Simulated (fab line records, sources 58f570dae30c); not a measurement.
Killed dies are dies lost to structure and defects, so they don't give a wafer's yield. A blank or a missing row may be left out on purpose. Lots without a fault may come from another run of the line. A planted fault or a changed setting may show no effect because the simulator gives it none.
One fault seen from 2 desks | flow berkeley_cmos170 | each desk has only its own numbers; what lay behind them comes last

THE TOOL OWNER'S DESK: rie_metal-01
The tool's own readings at UCB170_M2_METAL_ETCH_18 (etches Al in Cl2/BCl3, stops on SiO2, target depth 1170 nm, time 195 s): means of the sampled wafers that have a number, for each lot that ran on this tool. A lot is out of limits, marked OUT, if its mean lies more than 4 standard deviations from the usual mean; the brackets give that distance.
Columns: A = bias_w at UCB170_M2_METAL_ETCH_18, usual 120.1 W; B = drypump_motor_current_A at UCB170_M2_METAL_ETCH_18, usual 5.5 A; C = oes_product_au at UCB170_M2_METAL_ETCH_18, usual 0.852 a.u.; D = throttle_valve_pct at UCB170_M2_METAL_ETCH_18, usual 24.42 %
lot  | first seen here | A     | B   | C     | D
L199 | day 9 10:05     | 120.0 | 6.1 | 0.853 | 24.44
L200 | day 10 02:17    | 119.9 | 5.8 | 0.857 | 24.51
L201 | day 10 05:07    | 120.3 | 6.1 | 0.853 | 24.43
L208 | day 11 18:34    | 120.7 | 6.5 | 0.849 | 24.37
L213 | day 13 05:05    | 120.5 | 5.4 | 0.870 | 24.40
L219 | day 13 10:15    | 120.0 | 5.4 | 0.857 | 24.39
This desk's finding: nothing out of limits on any of the 6 lots.

THE METROLOGY DESK
What the gauges read, lot by lot, whatever tool the lot ran on: means of the sampled wafers that have a number. A lot is out of limits, marked OUT, if its mean lies more than 4 standard deviations from the usual mean; the brackets give that distance.
Columns: A = START_OXIDE_THK at UCB170_START_THK_MEAS_03, usual 20.3 nm; B = PWELL_OXIDE_THK at UCB170_PWELL_THK_MEAS_03, usual 26.5 nm
lot  | first seen here | A    | B
L196 | day 1 13:00     | 19.9 | 26.6
L198 | day 2 01:55     | 20.0 | 26.6
L199 | day 2 06:20     | 20.4 | 26.1
L201 | day 2 13:04     | 20.0 | 26.6
L200 | day 2 13:04     | 20.4 | 26.1
L202 | day 2 21:23     | 20.5 | 27.1
L203 | day 3 01:18     | 20.8 | 26.8
L206 | day 3 18:25     | 20.4 | 26.2
L207 | day 3 21:29     | 20.4 | 26.3
L208 | day 4 03:02     | 20.1 | 26.5
L209 | day 4 08:51     | 20.3 | 26.5
L213 | day 5 07:02     | 19.9 | 25.8
L214 | day 5 07:02     | 20.0 | 27.4
L219 | day 6 08:34     | 20.8 | 26.5
This desk's finding: nothing out of limits on any of the 14 lots.

PUT TOGETHER
The tool owner's desk saw nothing out of limits.
The metrology desk saw nothing out of limits.

WHAT THE SIMULATOR HAD PUT IN
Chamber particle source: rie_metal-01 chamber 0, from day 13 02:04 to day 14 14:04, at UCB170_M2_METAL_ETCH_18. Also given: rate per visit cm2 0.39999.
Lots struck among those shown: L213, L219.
